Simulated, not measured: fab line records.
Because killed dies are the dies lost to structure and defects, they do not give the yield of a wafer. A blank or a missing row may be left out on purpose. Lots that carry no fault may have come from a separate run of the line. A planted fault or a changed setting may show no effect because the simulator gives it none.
Which tool did it? | flow berkeley_cmos170 | 14 lots, 42 wafers sampled, at 6 steps of a route of 331

WHAT EACH GAUGE READ, for each wafer
UCB170_ACTIVE_THK_MEAS_06. Usual: ACTIVE_NITRIDE_THK typically reads 219.3 nm, with standard deviation 1.8.
lot  | measured    | on            | ACTIVE_NITRIDE_THK (nm) | flag
L430 | day 4 18:47 | film_metro-03 | 220.5 221.5 220.5       |
L432 | day 5 04:14 | film_metro-04 | 219.5 219.7 220.1       |
L433 | day 5 04:14 | film_metro-03 | 220.3 221.2 220.2       |
L431 | day 5 04:15 | film_metro-01 | 220.4 220.6 219.5       |
L434 | day 5 09:55 | film_metro-04 | 217.0 217.6 217.8       |
L435 | day 5 23:16 | film_metro-03 | 217.0 217.5 216.2       |
L436 | day 5 23:16 | film_metro-04 | 219.5 219.8 219.8       |
L438 | day 6 06:36 | film_metro-01 | 219.7 218.0 220.1       |
L437 | day 6 06:37 | film_metro-03 | 218.9 219.8 218.1       |
L440 | day 6 12:06 | film_metro-03 | 216.7 217.4 218.4       |
L439 | day 6 12:08 | film_metro-04 | 220.0 222.5 223.4       |
L451 | day 8 23:22 | film_metro-04 | 220.0 219.7 219.7       |
L453 | day 9 14:08 | film_metro-01 | 221.4 220.0 220.8       |
L452 | day 9 14:09 | film_metro-03 | 216.9 219.8 218.5       |

UCB170_PLDD_TW_MEAS_11. Usual: PLDD_TW typically reads 1006, with standard deviation 11.
lot  | measured     | on            | PLDD_TW        | flag
L430 | day 7 05:53  | film_metro-03 | 997 995 996    |
L432 | day 7 22:40  | film_metro-03 | 999 995 992    |
L433 | day 7 22:41  | film_metro-01 | 1003 1001 1003 |
L431 | day 7 22:37  | film_metro-04 | 1019 1027 1019 |
L434 | day 7 22:22  | film_metro-01 | 1007 1007 1010 |
L435 | day 8 13:57  | film_metro-04 | 1023 1023 1026 |
L436 | day 8 14:14  | film_metro-03 | 996 998 992    |
L438 | day 8 14:30  | film_metro-01 | 1008 1008 1003 |
L437 | day 8 13:47  | film_metro-01 | 1007 1005 1010 |
L440 | day 9 06:35  | film_metro-03 | 1140 1126 1133 | OFF
L439 | day 9 06:27  | film_metro-04 | 1154 1158 1154 | OFF
L451 | day 11 11:42 | film_metro-03 | 991 994 990    |
L453 | day 11 19:35 | film_metro-03 | 997 998 988    |
L452 | day 11 19:02 | film_metro-03 | 992 993 993    |

UCB170_NSD_CD_MEAS_06: the cd target is 1200 nm. Usual: cd_nm 1199.8 nm, standard deviation 1.3.
lot  | measured     | on        | cd_nm (nm)           | flag
L430 | day 7 18:32  | cd_sem-02 | 1198.3 1198.5 1199.7 |
L432 | day 8 10:57  | cd_sem-02 | 1201.9 1202.9 1200.5 |
L433 | day 8 11:09  | cd_sem-01 | 1200.1 1199.7 1201.2 |
L431 | day 8 10:07  | cd_sem-02 | 1201.3 1200.8 1200.4 |
L434 | day 8 10:25  | cd_sem-02 | 1199.5 1199.8 1197.2 |
L435 | day 9 01:49  | cd_sem-02 | 1198.0 1198.9 1199.1 |
L436 | day 9 04:10  | cd_sem-01 | 1201.2 1200.0 1201.4 |
L438 | day 9 04:43  | cd_sem-02 | 1199.7 1200.3 1198.7 |
L437 | day 9 02:02  | cd_sem-02 | 1199.2 1198.3 1199.5 |
L440 | day 9 20:43  | cd_sem-02 | 1199.9 1198.6 1198.8 |
L439 | day 9 21:14  | cd_sem-01 | 1198.6 1199.1 1198.1 |
L451 | day 12 00:40 | cd_sem-02 | 1200.6 1201.0 1199.5 |
L453 | day 12 06:31 | cd_sem-02 | 1199.7 1200.3 1199.9 |
L452 | day 12 05:23 | cd_sem-01 | 1198.9 1198.9 1198.5 |

UCB170_SDANNEAL_RS_MEAS_04: the measuring method here is four-point-probe. Usual: PLDD_RS typically reads 1031.2 ohm/sq, with standard deviation 2.6.
lot  | measured     | on            | PLDD_RS (ohm/sq)     | flag
L430 | day 7 21:27  | film_metro-01 | 1031.7 1032.6 1033.1 |
L432 | day 8 12:42  | film_metro-04 | 1033.2 1032.5 1034.8 |
L433 | day 8 12:53  | film_metro-03 | 1030.1 1029.5 1028.1 |
L431 | day 8 11:52  | film_metro-04 | 1033.6 1029.6 1032.5 |
L434 | day 8 12:14  | film_metro-03 | 1032.4 1027.5 1031.6 |
L435 | day 9 05:48  | film_metro-04 | 1032.8 1031.6 1030.0 |
L436 | day 9 06:36  | film_metro-01 | 1028.9 1030.4 1029.7 |
L438 | day 9 06:56  | film_metro-03 | 1032.9 1035.2 1034.6 |
L437 | day 9 05:57  | film_metro-01 | 1032.1 1033.0 1034.0 |
L440 | day 9 22:37  | film_metro-01 | 754.3 754.4 752.9    | OFF
L439 | day 9 23:05  | film_metro-04 | 755.3 759.5 757.6    | OFF
L451 | day 12 05:10 | film_metro-03 | 1031.3 1033.7 1034.4 |
L453 | day 12 08:17 | film_metro-01 | 1031.6 1031.2 1027.5 |
L452 | day 12 07:19 | film_metro-01 | 1034.2 1030.0 1032.3 |

WHAT TOOL EACH LOT RAN ON (gives the tool, then ch and the chambers of the sampled wafers, and finally the start)
lot  | UCB170_PLDD_IMPLANT_08          | UCB170_PSD_STRIP_09
L430 | implanter-02 ch 0, day 7 05:29  | plasma_asher-02 ch 0,1, day 7 15:43
L432 | implanter-02 ch 0, day 7 22:14  | plasma_asher-01 ch 0,1, day 8 09:05
L433 | implanter-03 ch 0, day 7 22:17  | plasma_asher-02 ch 0,1, day 8 09:13
L431 | implanter-01 ch 0, day 7 21:59  | plasma_asher-02 ch 0,1, day 8 08:47
L434 | implanter-03 ch 0, day 7 21:58  | plasma_asher-03 ch 0,1, day 8 08:51
L435 | implanter-03 ch 0, day 8 13:33  | plasma_asher-02 ch 0,1, day 9 00:00
L436 | implanter-02 ch 0, day 8 13:50  | plasma_asher-03 ch 1, day 9 00:13
L438 | implanter-03 ch 0, day 8 14:06  | plasma_asher-02 ch 0,1, day 9 00:39
L437 | implanter-02 ch 0, day 8 13:24  | plasma_asher-03 ch 0,1, day 8 23:56
L440 | implanter-01 ch 0, day 9 05:36  | plasma_asher-02 ch 0,1, day 9 19:18
L439 | implanter-02 ch 0, day 9 05:41  | plasma_asher-01 ch 0,1, day 9 19:37
L451 | implanter-02 ch 0, day 11 11:18 | plasma_asher-02 ch 0,1, day 11 22:50
L453 | implanter-01 ch 0, day 11 19:11 | plasma_asher-02 ch 0,1, day 12 04:50
L452 | implanter-01 ch 0, day 11 18:40 | plasma_asher-02 ch 0,1, day 12 04:10
- UCB170_PLDD_IMPLANT_08
- UCB170_PSD_STRIP_09: strips in O2.

AS READ BY THE TOOLS THEMSELVES (means over the sampled wafers that have a number; for cases with no such wafer, the mark the record gives instead)
UCB170_PSD_STRIP_09. Usual: drypump_motor_current_A 5.9 A, standard deviation 0.32; oes_product_au 0.600 a.u., standard deviation 0.0048; strip_time_to_endpoint_s 29.42 s, standard deviation 0.084.
lot  | tool            | drypump_motor_current_A (A) | oes_product_au (a.u.) | strip_time_to_endpoint_s (s) | flag
L430 | plasma_asher-02 | 5.9                         | 0.599                 | 29.41                        |
L432 | plasma_asher-01 | 6.4                         | 0.600                 | 29.52                        |
L433 | plasma_asher-02 | 5.9                         | 0.597                 | 29.58                        |
L431 | plasma_asher-02 | 5.7                         | 0.603                 | 29.38                        |
L434 | plasma_asher-03 | 6.0                         | 0.595                 | 29.40                        |
L435 | plasma_asher-02 | 5.7                         | 0.596                 | 29.37                        |
L436 | plasma_asher-03 | 6.1                         | 0.599                 | 29.19                        |
L438 | plasma_asher-02 | 5.7                         | 0.600                 | 29.49                        |
L437 | plasma_asher-03 | 6.0                         | 0.598                 | 29.38                        |
L440 | plasma_asher-02 | 5.7                         | 0.603                 | 29.44                        |
L439 | plasma_asher-01 | 6.5                         | 0.595                 | 29.43                        |
L451 | plasma_asher-02 | 5.7                         | 0.602                 | 29.47                        |
L453 | plasma_asher-02 | 5.9                         | 0.599                 | 29.38                        |
L452 | plasma_asher-02 | 5.7                         | 0.601                 | 29.37                        |

THE ANSWER, worked out from the rows above alone
Rule: lot off if the mean of its wafers having a number is beyond 3 standard deviations from the usual mean. Also off: a lot with no number at a reading for which 4 or more lots have one. Where the step has rows for the other lots, those lots are counted as sound. After the gauges, taken in route order, come the tools' own readings; for these a lot's mean is taken, as printed above. The first step at which some lot is off is used, and at that step the reading that is off furthest; a lot without a number counts as furthest.
Off: L440, L439, seen at UCB170_PLDD_TW_MEAS_11 (PLDD_TW).
A tool fits if, at a process step before that reading, it ran every lot that is off, and no sound lot after the first of them. Those tools and the gauges at UCB170_PLDD_TW_MEAS_11 are tried in the same way. Not one of the candidates tried fits.

WHAT THE SIMULATOR HAD PUT IN
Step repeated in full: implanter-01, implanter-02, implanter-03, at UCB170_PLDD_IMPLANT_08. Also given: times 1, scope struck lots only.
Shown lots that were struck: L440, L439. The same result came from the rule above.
